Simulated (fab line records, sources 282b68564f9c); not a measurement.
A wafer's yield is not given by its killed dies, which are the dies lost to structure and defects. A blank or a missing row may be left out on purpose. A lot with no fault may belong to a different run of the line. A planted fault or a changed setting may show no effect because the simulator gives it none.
Comparing a struck lot with a sound one    flow rit-cmos    14 steps out of a route of 202
Sound: the wafers L110.2, L110.5, L110.6. Wafers L114.2, L114.4, L114.6 were the ones struck. Last of all comes the cause.
Each step with rows lists, per side, the tool, then ch with its chambers, then its first start. Under that, the readings that differ: sound wafers    struck wafers    difference of the means    sigmas: that difference in standard deviations of wafers without a fault.
alike: a reading whose means differ by less than 2 such deviations, as well as words and numbers matching on both sides. not compared: withheld readings; readings where some wafer has no value; bounds like >300 that might hide an equal value; numbers whose values overlap and for which the record gives no deviation.
A row with sigmas, a row that says differs or no value, or rows on one side alone: a step with any of these is where the two part. When numbers do not overlap yet have no deviation, they are printed without sigmas and do not part them. A reading missing from all wafers of one side parts the sides only when that side holds two or more wafers.

RIT_CONTACT_STRIP_12: strips in O2, time 180 s.
  sound on plasma-asher-01 ch 0,1, day 3 09:58; struck on plasma-asher-04 ch 0,1, day 4 05:11
  alike: drypump-motor-current-A
  not compared: rf-hours-counter-h
RIT_CONTACT_CD_MEAS_90 targets a cd of 1000 nm.
  struck on cd-sem-02, day 4 05:23; sound on cd-sem-01, day 3 10:10
  alike: cd-nm
then, 2 steps without rows for these wafers: RIT_CONTACT_CLEAN_13 (cleans in SC1, time 600 s); RIT_CONTACT_CLEAN_14 (cleans in SC2, time 600 s).
RIT_M1_SPUTTER_00: material Al, target thk 400 nm, time 500 s.
  struck on pvd-sputter-01, day 4 05:52; sound on pvd-sputter-01, day 3 10:38
  alike: throttle-valve-pct
RIT_M1_RS_MEAS_01: the measuring method here is four-point-probe.
  struck on film-metro-02, day 4 06:11; sound on film-metro-03, day 3 10:56
  alike: M1_AL_RS
RIT_M1_THK_MEAS_02: measures by xrf.
  struck on film-metro-02, day 4 06:17; sound on film-metro-03, day 3 11:03
  alike: M1_AL_THK
then, 5 steps without rows for these wafers: RIT_M1_HMDS_03 (prime time 60 s); RIT_M1_COAT_04 (resist thk 1300 nm); RIT_M1_SOFTBAKE_05 (time 60 s); RIT_M1_EXPOSE_06 (exposes mask M12, target cd 2600 nm); RIT_M1_PEB_07.
RIT_M1_DEVELOP_08: develop time 68.88 s.
  struck on litho-track-01, day 4 07:00; sound on litho-track-04 ch 0, day 3 11:00
  no value came back on the struck wafers for chill-plate-temp-C (C), develop-time-s (s); on the sound wafers chill-plate-temp-C (C) reads 22.90 23.12 23.06
RIT_M1_CD_MEAS_09 targets a cd of 2600 nm.
  struck on cd-sem-01, day 4 07:14; sound on cd-sem-02, day 3 12:08
reading     sound                 struck  difference                     sigmas
cd-nm (nm)  2600.6 2602.0 2602.2  - - -   no value on the struck wafers  

== WHERE THEY PART ==
At RIT_M1_DEVELOP_08 first; at RIT_M1_CD_MEAS_09 last (within this record only).

WHY: what the simulator had put in
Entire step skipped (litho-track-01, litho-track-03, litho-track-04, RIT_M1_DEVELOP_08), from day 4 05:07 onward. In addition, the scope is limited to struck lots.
